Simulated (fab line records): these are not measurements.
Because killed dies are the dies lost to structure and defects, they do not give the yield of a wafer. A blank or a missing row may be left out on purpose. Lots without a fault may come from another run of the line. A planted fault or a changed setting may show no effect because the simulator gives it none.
Which of the tools did it?	flow ritCmos	21 wafers from 7 lots sampled at 2 of the route's 202 steps

## WHAT THE GAUGES SHOWED, per wafer
RIT_GATE_THK_MEAS_07.
lot	measured	on	GATE_OXIDE_THK (nm)
L871	day 2 21:12	filmMetro-02	3.08 3.09 3.06
L873	day 3 07:08	filmMetro-01	3.14 3.17 3.15
L875	day 3 22:49	filmMetro-04	3.10 3.20 3.09
L880	day 4 22:36	filmMetro-01	3.04 3.02 3.02
L884	day 5 14:49	filmMetro-02	3.92 3.94 3.90
L890	day 7 07:09	filmMetro-02	2.95 2.93 2.90
L892	day 7 07:09	filmMetro-04	3.12 3.10 3.09

## WHICH TOOL RAN EACH LOT (tool, then ch and the chambers of the sampled wafers, then the start)
lot	RIT_GATE_OXIDATION_05
L871	furnace-03 ch 0, day 2 19:22
L873	furnace-03 ch 0, day 3 04:49
L875	furnace-03 ch 0, day 3 19:37
L880	furnace-01 ch 0, day 4 20:48
L884	furnace-04 ch 0, day 5 13:16
L890	furnace-01 ch 0, day 7 04:31
L892	furnace-01 ch 0, day 7 04:31
- RIT_GATE_OXIDATION_05: target thk 3 nm, ox time 274.8 s.

## THE ANSWER, worked out from the rows above alone
Rule: what is usual is taken from the lots themselves. The widest of any qualifying gaps counts: lots, ordered by their means at a reading, are off when they make up no more than a third of the lots, leave a main group of 4 or more, and stand apart from it by 3 or more times the standard deviation of that group's means. Not used: any main group whose means are identical at the precision the tables above print for the reading. Also off: a lot with no number at a reading for which 4 or more lots have one. All remaining lots with rows at the step are treated as sound.
Off: at RIT_GATE_THK_MEAS_07 (GATE_OXIDE_THK), L884. Mean 3.07 nm and standard deviation 0.075 in the main group.
If a tool, at a process step before that reading, ran all the lots that are off and no sound lot after the first of them, it fits. Gauges at RIT_GATE_THK_MEAS_07: tried the same way as those tools. One fits: furnace-04 at RIT_GATE_OXIDATION_05. It ran no sound lot before its first lot that is off in this sample, so the start can't be narrowed down.

## WHAT WAS PUT IN BY THE SIMULATOR
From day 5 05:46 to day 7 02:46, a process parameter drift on furnace-04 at RIT_GATE_OXIDATION_05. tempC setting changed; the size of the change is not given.
Shown lots that were struck: L884. The rule above found the same.
